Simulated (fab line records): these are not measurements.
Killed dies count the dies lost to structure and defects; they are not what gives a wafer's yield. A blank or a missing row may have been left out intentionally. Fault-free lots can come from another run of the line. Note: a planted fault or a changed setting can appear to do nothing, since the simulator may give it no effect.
Which tool is to blame? -- flow berkeley_cmos170 -- 7 lots with 21 wafers sampled at 3 steps, on a route of 331 steps

== WHAT THE GAUGES SHOWED, per wafer ==
UCB170_PWELL_OVL_MEAS_13.
lot,measured,on,PWELL_OVL (nm)
L166,day 3 19:39,overlay-02,12 7 6
L179,day 6 02:32,overlay-01,13 11 11
L181,day 6 14:57,overlay-01,4 15 15
L183,day 7 11:50,overlay-02,-3 -2 -8
L185,day 7 12:07,overlay-02,3 5 -7

== WHICH TOOL RAN EACH LOT (tool, then ch and the chambers of the sampled wafers, then the start) ==
lot,UCB170_ZERO_STRIP_07,UCB170_NWELL_STRIP_15
L166,"plasma_asher-01 ch 0,1, day 2 07:41","plasma_asher-02 ch 0,1, day 2 23:14"
L173,"plasma_asher-01 ch 0,1, day 3 11:17","plasma_asher-01 ch 0,1, day 4 05:29"
L174,"plasma_asher-04 ch 0,1, day 3 20:13","plasma_asher-02 ch 0,1, day 4 13:22"
L179,"plasma_asher-03 ch 0, day 4 21:20","plasma_asher-01 ch 0,1, day 5 10:59"
L181,"plasma_asher-01 ch 0,1, day 5 03:41","plasma_asher-03 ch 0,1, day 5 19:27"
L183,"plasma_asher-01 ch 0,1, day 5 19:26","plasma_asher-01 ch 0,1, day 6 13:58"
L185,"plasma_asher-01 ch 0,1, day 5 23:27","plasma_asher-03 ch 0,1, day 6 14:03"
- UCB170_ZERO_STRIP_07: strips in O2.
- UCB170_NWELL_STRIP_15: strips in O2.

== THE ANSWER, worked out from the rows above alone ==
Rule: what is usual is taken from the lots themselves. Put in order of their means at a reading, lots are off if they are a third of the lots or fewer, leave a main group of 4 or more, and stand apart from it by a gap of 3 or more times the standard deviation of the main group's means; of several such gaps the widest counts. Not used: any main group whose means are identical at the precision the tables above print for the reading. A lot without any number at a reading at which 4 lots or more have one is off too. Any other lot the step has rows for is counted as sound.
Across all readings shown, no lot is off: no conclusion can be drawn from this.

== WHAT THE SIMULATOR HAD PUT IN ==
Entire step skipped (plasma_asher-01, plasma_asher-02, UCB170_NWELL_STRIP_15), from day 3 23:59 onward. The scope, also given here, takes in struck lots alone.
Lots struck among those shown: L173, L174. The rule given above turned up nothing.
